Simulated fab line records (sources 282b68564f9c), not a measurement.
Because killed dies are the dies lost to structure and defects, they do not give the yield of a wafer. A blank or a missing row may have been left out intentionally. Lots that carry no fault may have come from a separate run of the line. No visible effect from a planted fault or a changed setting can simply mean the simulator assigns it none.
Chamber matching -- flow rit-cmos -- 3 sister chambers for RIT_SPACER_ETCHBACK_05 on rie-diel-01
The step etches Si3N4 in SF6/CHF3, stops on SiO2, target depth 250 nm, time 230.9 s. 14 wafers are shown with their chamber, then 6 later ones without.

== EACH WAFER AND ITS CHAMBER ==
wafer,chamber,drypump-motor-current-A (A),throttle-valve-pct (%),oes-product-au (a.u.)
L536.1,0,5.5,10.29,0.859
L536.2,1,6.6,10.06,0.876
L536.3,3,5.5,10.52,0.860
L541.1,3,5.6,10.53,0.876
L541.3,0,5.5,10.30,0.874
L541.4,1,6.6,10.07,0.878
L544.1,1,6.6,10.07,0.883
L544.3,0,5.5,10.30,0.881
L544.6,0,5.5,10.29,0.865
L547.1,3,5.5,10.53,0.882
L547.4,1,6.6,10.08,0.886
L547.5,0,5.5,10.29,0.877
L553.3,3,5.5,10.53,0.920
L553.6,1,6.6,10.09,0.912

SIGNATURES, as means of the wafers listed above
reading,chamber 0,chamber 1,chamber 3,scatter within a chamber
drypump-motor-current-A,5.500,6.600,5.525,0.0261
throttle-valve-pct,10.2940,10.0740,10.5275,0.00806
oes-product-au,0.87120,0.88700,0.88450,0.0168
Rule: for each reading, subtract the chamber's mean from the wafer's reading, divide by that reading's scatter and square the result; add these up over the readings and take the root, which gives the wafer's distance from the chamber. If the next closest chamber is less than 2 further off than the closest, the wafer can't be placed; otherwise it belongs to the closest. How the scatter is found: for the shown wafers, subtract from each reading the mean of its chamber, square and add these, divide the total by (wafers less chambers), then take the root.

== WAFERS WITH NO CHAMBER GIVEN ==
wafer,drypump-motor-current-A (A),throttle-valve-pct (%),oes-product-au (a.u.)
L557.2,5.5,10.30,0.868
L557.3,6.6,10.09,0.872
L557.4,6.6,10.07,0.873
L558.1,6.6,10.10,0.915
L558.4,5.5,10.31,0.918
L558.5,6.6,10.09,0.920

== THE CHAMBER EACH PASSED THROUGH ==
wafer,from the rows above,in truth
L557.2,0,0
L557.3,1,1
L557.4,1,1
L558.1,1,1
L558.4,0,0
L558.5,1,1
Correct placement for 6 of the 6. Number that these rows cannot place: 0. Placed wrongly: 0.
